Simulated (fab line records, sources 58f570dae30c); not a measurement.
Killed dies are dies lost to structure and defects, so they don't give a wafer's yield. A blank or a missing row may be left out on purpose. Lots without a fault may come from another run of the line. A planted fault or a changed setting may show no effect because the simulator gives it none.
fab line records | flow berkeley_cmos170
record lots=5 wafers=23
route steps=331 shown CONTACT@228 M1@238 V1@263 M3@322
start_h: hours from the record's first day to the start of the lot's first wafer shown | wait_h: hours since the lot's step before | " the same as in the row above | L1.1+2: a row that stands for several wafers | - no value, or no start given | * or withheld: withheld | < > ~ a bound
route shown NAME@n: a module of which the file shows steps, and the number in the route of the first | usual: mean/standard deviation of fault-free wafers | same: alike in all rows | chamber/n: place in a boat | sites: the reading at each site | _std_site: their standard deviation | _edge_site: outer sites' mean less inner sites' | radius_mm: how far each site lies from the wafer's centre | mask NAME#n: copy n | behind: the tool/chamber that last shaped the wafer | hold: why the lot was held/for how many hours/how that ended | device: the transistor (n, p or np) that didn't switch | end of line: the same wafers' tests at the end of the route | a step without rows: its recipe alone | killed: dies lost to structure and defects at the first sort, not the wafer's yield | map: a wafer's dies, x killed, . not, _ none there
set.NAME: the setting as run; set.NAME@STEP: as run at that earlier step | model.NAME: the simulator's own value behind a step, which no gauge read
lots whose settings were changed on purpose; a table a step, a row a wafer
## steps
# step UCB170_CONTACT_EXPOSE_12
# recipe mask_id=CONT target_cd_nm=700 na=0.5 sigma_outer=0.6 source_shape=conventional dose_mj=35
# columns lot.wafer tool chamber start_h wait_h mask set.dose_mj
L077.1+6 krf_scanner-01 0 165.99 - CONT#0 35
L077.2+3+5 " 0 " " CONT#0 37.07
L079.1+3+4+5+6 krf_scanner-01 0 176.58 - CONT#0 35
L081.1+3+6 krf_scanner-02 0 176.88 - CONT#0 35
L081.2+4 " 0 " " CONT#0 36.09
L082.1+3+6 krf_scanner-02 0 197.95 - CONT#0 35
L084.2+4 krf_scanner-01 0 198.21 - CONT#0 35
L084.3+5+6 " 0 " " CONT#0 37.05
# step UCB170_CONTACT_PEB_13
# recipe peb_temp_c=130 peb_time_s=withheld resist=KrF
# step UCB170_CONTACT_DEVELOP_14
# recipe developer=TMAH develop_time_s=45 resist=KrF dev_temp_c=21
# step UCB170_CONTACT_CD_MEAS_15
# recipe target_cd_nm=700
# usual cd_nm=699.6/1.4
# columns lot.wafer tool chamber start_h wait_h set.dose_mj@CONTACT_EXPOSE_12 cd_nm
L077.1 cd_sem-01 - 166.38 - 35 697.8
L077.2 " - " " 37.07 707.5
L077.3 " - " " 37.07 707.6
L077.5 " - " " 37.07 709.4
L077.6 " - " " 35 697.7
L079.1 cd_sem-01 - 176.97 - 35 696.4
L079.3 " - " " 35 698.0
L079.4 " - " " 35 698.3
L079.5 " - " " 35 698.0
L079.6 " - " " 35 697.7
L081.1 cd_sem-02 - 177.27 - 35 699.7
L081.2 " - " " 36.09 705.1
L081.3 " - " " 35 700.4
L081.4 " - " " 36.09 705.4
L081.6 " - " " 35 699.9
L082.1 cd_sem-01 - 198.35 - 35 698.6
L082.3 " - " " 35 700.0
L082.6 " - " " 35 698.4
L084.2 cd_sem-01 - 199.10 - 35 698.6
L084.3 " - " " 37.05 709.0
L084.4 " - " " 35 701.4
L084.5 " - " " 37.05 710.3
L084.6 " - " " 37.05 709.0
# step UCB170_CONTACT_ETCH_17
# recipe chemistry=N2/H2 target_depth_a=withheld overetch_a=withheld target=BARC time_s=withheld source_w=500 bias_w=100 pressure_mtorr=30 n2_flow_sccm=100 h2_flow_sccm=200
# columns lot.wafer tool chamber start_h wait_h set.dose_mj@CONTACT_EXPOSE_12 model.CONTACT.cd_nm
L077.1 rie_diel-04 3 166.54 0.0 35 697.3
L077.2 " 2 " " 37.07 706.2
L077.3 " 0 " " 37.07 707.3
L077.5 " 1 " " 37.07 708.5
L077.6 " 0 " " 35 696.5
L079.1 rie_diel-04 1 177.12 0.0 35 695.9
L079.3 " 2 " " 35 696.2
L079.4 " 0 " " 35 697.9
L079.5 " 3 " " 35 696.9
L079.6 " 0 " " 35 697.1
L081.1 rie_diel-03 2 177.42 0.0 35 698
L081.2 " 0 " " 36.09 704.6
L081.3 " 3 " " 35 700.8
L081.4 " 1 " " 36.09 706.7
L081.6 " 0 " " 35 699.2
L082.1 rie_diel-04 1 198.51 0.0 35 697.7
L082.3 " 0 " " 35 699.3
L082.6 " 3 " " 35 697.5
L084.2 rie_diel-03 1 199.23 0.0 35 699.3
L084.3 " 2 " " 37.05 707.4
L084.4 " 0 " " 35 700.2
L084.5 " 1 " " 37.05 711.3
L084.6 " 2 " " 37.05 708.1
# step UCB170_CONTACT_ETCH_18
# recipe chemistry=CHF3/CF4/Ar target=PSG stop_on=TiSi2 CHF3_flow_sccm=45 cf4_flow_sccm=15 Ar_flow_sccm=150 pressure_mtorr=200 rf_w=700 target_depth_a=8400 over_etch_frac=0.2 time_s=195
# step UCB170_CONTACT_STRIP_19
# recipe chemistry=O2 power_w=400 pressure_mtorr=3500 platen_temp_c=withheld o2_flow_sccm=400 overash_fraction=0.5
# step UCB170_CONTACT_CD_MEAS_90
# recipe target_cd_nm=700
# usual cd_nm=699.2/1.7
# columns lot.wafer tool chamber start_h wait_h set.dose_mj@CONTACT_EXPOSE_12 cd_nm
L077.1 cd_sem-02 - 166.80 0.1 35 698.3
L077.2 " - " " 37.07 706.1
L077.3 " - " " 37.07 707.2
L077.5 " - " " 37.07 708.0
L077.6 " - " " 35 696.6
L079.1 cd_sem-01 - 177.39 0.1 35 695.1
L079.3 " - " " 35 695.6
L079.4 " - " " 35 697.3
L079.5 " - " " 35 697.5
L079.6 " - " " 35 697.1
L081.1 cd_sem-02 - 177.69 0.1 35 698.9
L081.2 " - " " 36.09 704.4
L081.3 " - " " 35 699.9
L081.4 " - " " 36.09 706.7
L081.6 " - " " 35 698.9
L082.1 cd_sem-02 - 198.77 0.1 35 698.1
L082.3 " - " " 35 699.7
L082.6 " - " " 35 697.4
L084.2 cd_sem-02 - 199.52 0.1 35 699.0
L084.3 " - " " 37.05 707.9
L084.4 " - " " 35 700.2
L084.5 " - " " 37.05 710.5
L084.6 " - " " 37.05 709.0
# step UCB170_M1_SPUTTER_00
# recipe material=Al target_thk_nm=600 time_s=80 power_w=6000 chamber_pressure_pa=0.5
# columns lot.wafer tool chamber start_h wait_h set.power_w model.Al_of_M1_SPUTTER_00.thk_nm
L077.1 pvd_sputter-04 - 167.10 0.0 6000 612.4
L077.2 " - " " 6000 603.7
L077.3 " - " " 6000 611.2
L077.5 " - " " 6227 623.3
L077.6 " - " " 6227 630.4
L079.1 pvd_sputter-03 - 177.69 0.0 6000 599.3
L079.3 " - " " 6000 594.8
L079.4 " - " " 5359 534.9
L079.5 " - " " 6000 593.9
L079.6 " - " " 5359 543.2
L081.1 pvd_sputter-04 - 177.99 0.0 6000 601.4
L081.2 " - " " 6000 608.5
L081.3 " - " " 6664 674.3
L081.4 " - " " 6664 685.9
L081.6 " - " " 6664 676.4
L082.1 pvd_sputter-03 - 199.07 0.0 6000 592.2
L082.3 " - " " 6000 590.5
L082.6 " - " " 6000 592.5
L084.2 pvd_sputter-04 - 199.79 0.0 6000 613.9
L084.3 " - " " 6000 597.1
L084.4 " - " " 6000 600.7
L084.5 " - " " 6000 598.8
L084.6 " - " " 6000 612.5
# step UCB170_M1_RS_MEAS_01
# recipe thk_meas_gauge=four-point-probe reads=Al_of_M1_SPUTTER_00
# usual M1_AL_RS=0.0484/0.00071
# columns lot.wafer tool chamber start_h wait_h set.power_w@M1_SPUTTER_00 M1_AL_RS[ohm/sq]
L077.1 film_metro-02 - 167.16 0.0 6000 0.0475
L077.2 " - " " 6000 0.0482
L077.3 " - " " 6000 0.0475
L077.5 " - " " 6227 0.0466
L077.6 " - " " 6227 0.0462
L079.1 film_metro-03 - 177.75 0.0 6000 0.0486
L079.3 " - " " 6000 0.0490
L079.4 " - " " 5359 0.0546
L079.5 " - " " 6000 0.0491
L079.6 " - " " 5359 0.0538
L081.1 film_metro-04 - 178.05 0.0 6000 0.0484
L081.2 " - " " 6000 0.0478
L081.3 " - " " 6664 0.0431
L081.4 " - " " 6664 0.0423
L081.6 " - " " 6664 0.0428
L082.1 film_metro-03 - 199.13 0.0 6000 0.0492
L082.3 " - " " 6000 0.0493
L082.6 " - " " 6000 0.0492
L084.2 film_metro-02 - 199.88 0.1 6000 0.0474
L084.3 " - " " 6000 0.0488
L084.4 " - " " 6000 0.0484
L084.5 " - " " 6000 0.0487
L084.6 " - " " 6000 0.0475
# step UCB170_M1_THK_MEAS_02
# recipe thk_meas_gauge=xrf reads=Al_of_M1_SPUTTER_00
# usual M1_AL_THK=597/9.7
# columns lot.wafer tool chamber start_h wait_h set.power_w@M1_SPUTTER_00 M1_AL_THK[nm]
L077.1 film_metro-02 - 167.28 0.1 6000 607
L077.2 " - " " 6000 600
L077.3 " - " " 6000 609
L077.5 " - " " 6227 622
L077.6 " - " " 6227 631
L079.1 film_metro-03 - 177.87 0.1 6000 595
L079.3 " - " " 6000 589
L079.4 " - " " 5359 528
L079.5 " - " " 6000 592
L079.6 " - " " 5359 541
L081.1 film_metro-04 - 178.17 0.1 6000 601
L081.2 " - " " 6000 600
L081.3 " - " " 6664 668
L081.4 " - " " 6664 677
L081.6 " - " " 6664 675
L082.1 film_metro-03 - 199.25 0.1 6000 586
L082.3 " - " " 6000 585
L082.6 " - " " 6000 585
L084.2 film_metro-02 - 199.99 0.1 6000 616
L084.3 " - " " 6000 596
L084.4 " - " " 6000 600
L084.5 " - " " 6000 599
L084.6 " - " " 6000 613
# step UCB170_V1_EXPOSE_09
# recipe mask_id=VIA1 target_cd_nm=700 na=0.5 sigma_outer=0.6 source_shape=conventional dose_mj=37
# columns lot.wafer tool chamber start_h wait_h mask set.dose_mj
L077.1+2+6 krf_scanner-01 0 178.67 0.3 VIA1#0 37
L077.3+5 " 0 " " VIA1#0 37.97
L079.1+4+6 krf_scanner-01 0 188.22 0.1 VIA1#0 37
L079.3+5 " 0 " " VIA1#0 39.68
L081.1+2+4 krf_scanner-02 0 188.56 0.3 VIA1#0 36.16
L081.3+6 " 0 " " VIA1#0 37
L082.1+3+6 krf_scanner-01 0 206.75 0.1 VIA1#0 37
L084.2+3+5 krf_scanner-02 0 207.49 0.3 VIA1#0 34.76
L084.4+6 " 0 " " VIA1#0 37
# step UCB170_V1_PEB_10
# recipe peb_temp_c=130 peb_time_s=withheld resist=KrF
# step UCB170_V1_DEVELOP_11
# recipe developer=TMAH develop_time_s=45 resist=KrF dev_temp_c=21
# step UCB170_V1_CD_MEAS_12
# recipe target_cd_nm=700
# usual cd_nm=700.0/2
# columns lot.wafer tool chamber start_h wait_h set.dose_mj@V1_EXPOSE_09 cd_nm
L077.1 cd_sem-01 - 179.27 - 37 699.0
L077.2 " - " " 37 701.1
L077.3 " - " " 37.97 704.1
L077.5 " - " " 37.97 702.8
L077.6 " - " " 37 700.8
L079.1 cd_sem-02 - 189.55 - 37 699.0
L079.3 " - " " 39.68 712.5
L079.4 " - " " 37 700.6
L079.5 " - " " 39.68 713.1
L079.6 " - " " 37 701.1
L081.1 cd_sem-01 - 189.82 - 36.16 698.9
L081.2 " - " " 36.16 697.3
L081.3 " - " " 37 702.0
L081.4 " - " " 36.16 698.1
L081.6 " - " " 37 703.0
L082.1 cd_sem-01 - 207.92 - 37 699.3
L082.3 " - " " 37 699.1
L082.6 " - " " 37 699.4
L084.2 cd_sem-02 - 208.35 - 34.76 685.8
L084.3 " - " " 34.76 686.6
L084.4 " - " " 37 698.2
L084.5 " - " " 34.76 685.3
L084.6 " - " " 37 697.0
# step UCB170_V1_ETCH_14
# recipe chemistry=CHF3/CF4/Ar target=SiO2 stop_on=Al CHF3_flow_sccm=45 cf4_flow_sccm=15 Ar_flow_sccm=150 pressure_mtorr=200 rf_w=700 target_depth_a=12500 over_etch_frac=0.25 time_s=291
# columns lot.wafer tool chamber start_h wait_h set.dose_mj@V1_EXPOSE_09 model.V1.cd_nm
L077.1 rie_diel-03 2 179.42 0.0 37 699.7
L077.2 " 3 " " 37 700.5
L077.3 " 0 " " 37.97 703.7
L077.5 " 3 " " 37.97 702.1
L077.6 " 2 " " 37 701.2
L079.1 rie_diel-03 2 189.73 0.0 37 699.7
L079.3 " 3 " " 39.68 711.3
L079.4 " 0 " " 37 700.7
L079.5 " 0 " " 39.68 713.1
L079.6 " 3 " " 37 700.6
L081.1 rie_diel-01 1 189.98 0.0 36.16 700.1
L081.2+4 " 0,2 " " 36.16 697.8
L081.3 " 3 " " 37 701
L081.6 " 0 " " 37 702.8
L082.1 rie_diel-01 1 208.08 0.0 37 700.4
L082.3 " 1 " " 37 700.3
L082.6 " 0 " " 37 699.2
L084.2 rie_diel-01 0 208.49 0.0 34.76 686.1
L084.3 " 1 " " 34.76 687.9
L084.4 " 0 " " 37 698
L084.5 " 1 " " 34.76 686.7
L084.6 " 0 " " 37 696.8
# step UCB170_V1_STRIP_15
# recipe chemistry=O2 power_w=400 pressure_mtorr=3500 platen_temp_c=withheld o2_flow_sccm=400 overash_fraction=0.5
# step UCB170_V1_CD_MEAS_90
# recipe target_cd_nm=700
# usual cd_nm=699.8/2.2
# columns lot.wafer tool chamber start_h wait_h set.dose_mj@V1_EXPOSE_09 cd_nm
L077.1 cd_sem-02 - 179.70 0.1 37 699.6
L077.2 " - " " 37 700.7
L077.3 " - " " 37.97 703.9
L077.5 " - " " 37.97 701.9
L077.6 " - " " 37 701.1
L079.1 cd_sem-01 - 190.01 0.1 37 699.4
L079.3 " - " " 39.68 711.5
L079.4 " - " " 37 700.9
L079.5 " - " " 39.68 713.2
L079.6 " - " " 37 700.6
L081.1 cd_sem-02 - 190.26 0.1 36.16 700.1
L081.2 " - " " 36.16 697.8
L081.3 " - " " 37 701.1
L081.4 " - " " 36.16 697.4
L081.6 " - " " 37 702.9
L082.1 cd_sem-01 - 208.45 0.1 37 700.5
L082.3 " - " " 37 700.5
L082.6 " - " " 37 699.2
L084.2 cd_sem-01 - 208.87 0.1 34.76 686.4
L084.3 " - " " 34.76 687.9
L084.4 " - " " 37 698.0
L084.5 " - " " 34.76 686.8
L084.6 " - " " 37 696.4
# step UCB170_M3_PEB_13
# recipe peb_temp_c=130 peb_time_s=withheld resist=KrF
# columns lot.wafer tool chamber start_h wait_h set.peb_temp_c
L077.1+3+5 litho_track-04 0 189.27 0.6 133.3
L077.2+6 " 0 " " 130
L079.1+3+4+5+6 litho_track-01 0 200.27 0.6 130
L081.1+3+4 litho_track-02 0 200.70 0.7 130
L081.2+6 " 0 " " 131.4
L082.1+3+6 litho_track-04 0 217.28 0.6 130
L084.2+4+5 litho_track-01 0 218.75 0.6 132.1
L084.3+6 " 0 " " 130
# step UCB170_M3_DEVELOP_14
# recipe developer=TMAH develop_time_s=45 resist=KrF dev_temp_c=21
# step UCB170_M3_CD_MEAS_15
# recipe target_cd_nm=700
# usual cd_nm=700.2/1.7
# columns lot.wafer tool chamber start_h wait_h set.peb_temp_c@M3_PEB_13 cd_nm
L077.1 cd_sem-01 - 189.54 - 133.3 679.7
L077.2 " - " " 130 697.7
L077.3 " - " " 133.3 678.6
L077.5 " - " " 133.3 679.1
L077.6 " - " " 130 698.7
L079.1 cd_sem-01 - 200.55 - 130 698.0
L079.3 " - " " 130 700.0
L079.4 " - " " 130 697.7
L079.5 " - " " 130 698.9
L079.6 " - " " 130 697.0
L081.1 cd_sem-01 - 200.98 - 130 701.9
L081.2 " - " " 131.4 693.4
L081.3 " - " " 130 703.1
L081.4 " - " " 130 702.3
L081.6 " - " " 131.4 692.6
L082.1 cd_sem-01 - 217.55 - 130 703.5
L082.3 " - " " 130 703.1
L082.6 " - " " 130 703.0
L084.2 cd_sem-01 - 219.02 - 132.1 687.9
L084.3 " - " " 130 700.8
L084.4 " - " " 132.1 688.1
L084.5 " - " " 132.1 687.3
L084.6 " - " " 130 700.0
# step UCB170_M3_ETCH_17
# recipe chemistry=N2/H2 target_depth_a=withheld overetch_a=withheld target=BARC time_s=withheld source_w=500 bias_w=100 pressure_mtorr=30 n2_flow_sccm=100 h2_flow_sccm=200
# columns lot.wafer tool chamber start_h wait_h set.peb_temp_c@M3_PEB_13 model.M3.cd_nm
L077.1 rie_diel-02 3 189.70 0.0 133.3 678.2
L077.2 " 0 " " 130 698.3
L077.3 " 1 " " 133.3 679.9
L077.5 " 1 " " 133.3 680.3
L077.6 " 0 " " 130 698.7
L079.1 rie_diel-01 0 200.71 0.0 130 699.1
L079.3 " 2 " " 130 698.8
L079.4 " 2 " " 130 697.3
L079.5 " 0 " " 130 699.7
L079.6 " 1 " " 130 696.4
L081.1 rie_diel-01 1 201.14 0.0 130 701.9
L081.2 " 0 " " 131.4 694.1
L081.3 " 0 " " 130 703.9
L081.4 " 1 " " 130 702.4
L081.6 " 1 " " 131.4 692.3
L082.1+3 rie_diel-04 1,2 217.71 0.0 130 703.4
L082.6 " 0 " " 130 703.6
L084.2 rie_diel-04 2 219.16 0.0 132.1 688.5
L084.3 " 1 " " 130 700.7
L084.4 " 3 " " 132.1 689.3
L084.5 " 1 " " 132.1 687.3
L084.6 " 0 " " 130 700.5
# step UCB170_M3_METAL_ETCH_18
# recipe chemistry=Cl2/BCl3 target=Al stop_on=SiO2 pressure_mtorr=12 target_depth_a=11700 over_etch_frac=0.3113 time_s=195 icp_w=600 bias_w=120 Cl2_flow_sccm=90 bcl3_flow_sccm=45
# columns lot.wafer tool chamber start_h wait_h set.peb_temp_c@M3_PEB_13 model.M3.cd_nm
L077.1 rie_metal-04 0 189.74 - 133.3 685.3
L077.2 " 1 " " 130 705.3
L077.3 " 1 " " 133.3 684.1
L077.5 " 0 " " 133.3 686.8
L077.6 " 1 " " 130 703.3
L079.1 rie_metal-04 1 200.75 - 130 706.1
L079.3 " 1 " " 130 707
L079.4 " 0 " " 130 703.7
L079.5 " 1 " " 130 705.6
L079.6 " 0 " " 130 704.5
L081.1 rie_metal-01 0 201.20 - 130 700.3
L081.2 " 1 " " 131.4 698
L081.3 " 1 " " 130 706.7
L081.4 " 0 " " 130 700.6
L081.6 " 1 " " 131.4 695.8
L082.1 rie_metal-04 1 217.75 - 130 704.4
L082.3+6 " 1 " " 130 706.2
L084.2 rie_metal-04 1 219.20 - 132.1 687.9
L084.3 " 0 " " 130 705.7
L084.4 " 1 " " 132.1 689.9
L084.5 " 0 " " 132.1 693.5
L084.6 " 1 " " 130 699.4
# step UCB170_M3_STRIP_19
# recipe chemistry=O2 power_w=400 pressure_mtorr=3500 platen_temp_c=withheld o2_flow_sccm=400 overash_fraction=0.5
# step UCB170_M3_CD_MEAS_90
# recipe target_cd_nm=700
# usual cd_nm=701/5.3
# columns lot.wafer tool chamber start_h wait_h set.peb_temp_c@M3_PEB_13 cd_nm
L077.1 cd_sem-02 - 190.07 0.1 133.3 685
L077.2 " - " " 130 705
L077.3 " - " " 133.3 684
L077.5 " - " " 133.3 687
L077.6 " - " " 130 703
L079.1 cd_sem-01 - 201.10 0.1 130 706
L079.3 " - " " 130 707
L079.4 " - " " 130 704
L079.5 " - " " 130 706
L079.6 " - " " 130 704
L081.1 cd_sem-02 - 201.54 0.1 130 700
L081.2 " - " " 131.4 698
L081.3 " - " " 130 707
L081.4 " - " " 130 700
L081.6 " - " " 131.4 696
L082.1 cd_sem-02 - 218.04 0.1 130 704
L082.3 " - " " 130 706
L082.6 " - " " 130 706
L084.2 cd_sem-02 - 219.51 0.1 132.1 688
L084.3 " - " " 130 706
L084.4 " - " " 132.1 690
L084.5 " - " " 132.1 693
L084.6 " - " " 130 699
## key
split step=UCB170_CONTACT_EXPOSE_12 setting=dose_mj stated=35 by=wafer
response step=UCB170_CONTACT_CD_MEAS_15 reading=cd_nm change=+1.69 per=1% r=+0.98
response step=UCB170_CONTACT_ETCH_17 reading=model.CONTACT.cd_nm change=+1.71 per=1% r=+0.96
response step=UCB170_CONTACT_CD_MEAS_90 reading=cd_nm change=+1.68 per=1% r=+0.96
split step=UCB170_M1_SPUTTER_00 setting=power_w stated=6000 by=wafer
response step=UCB170_M1_SPUTTER_00 reading=model.Al_of_M1_SPUTTER_00.thk_nm change=+5.96 per=1% r=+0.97
response step=UCB170_M1_RS_MEAS_01 reading=M1_AL_RS change=-0.000481 per=1% r=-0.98
response step=UCB170_M1_THK_MEAS_02 reading=M1_AL_THK change=+5.99 per=1% r=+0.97
split step=UCB170_V1_EXPOSE_09 setting=dose_mj stated=37 by=wafer
response step=UCB170_V1_CD_MEAS_12 reading=cd_nm change=+1.78 per=1% r=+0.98
response step=UCB170_V1_ETCH_14 reading=model.V1.cd_nm change=+1.61 per=1% r=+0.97
response step=UCB170_V1_CD_MEAS_90 reading=cd_nm change=+1.61 per=1% r=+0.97
split step=UCB170_M3_PEB_13 setting=peb_temp_c stated=130 by=wafer
response step=UCB170_M3_CD_MEAS_15 reading=cd_nm change=-7.73 per=1% r=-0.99
response step=UCB170_M3_ETCH_17 reading=model.M3.cd_nm change=-7.68 per=1% r=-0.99
response step=UCB170_M3_METAL_ETCH_18 reading=model.M3.cd_nm change=-7.2 per=1% r=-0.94
response step=UCB170_M3_CD_MEAS_90 reading=cd_nm change=-7.21 per=1% r=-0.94
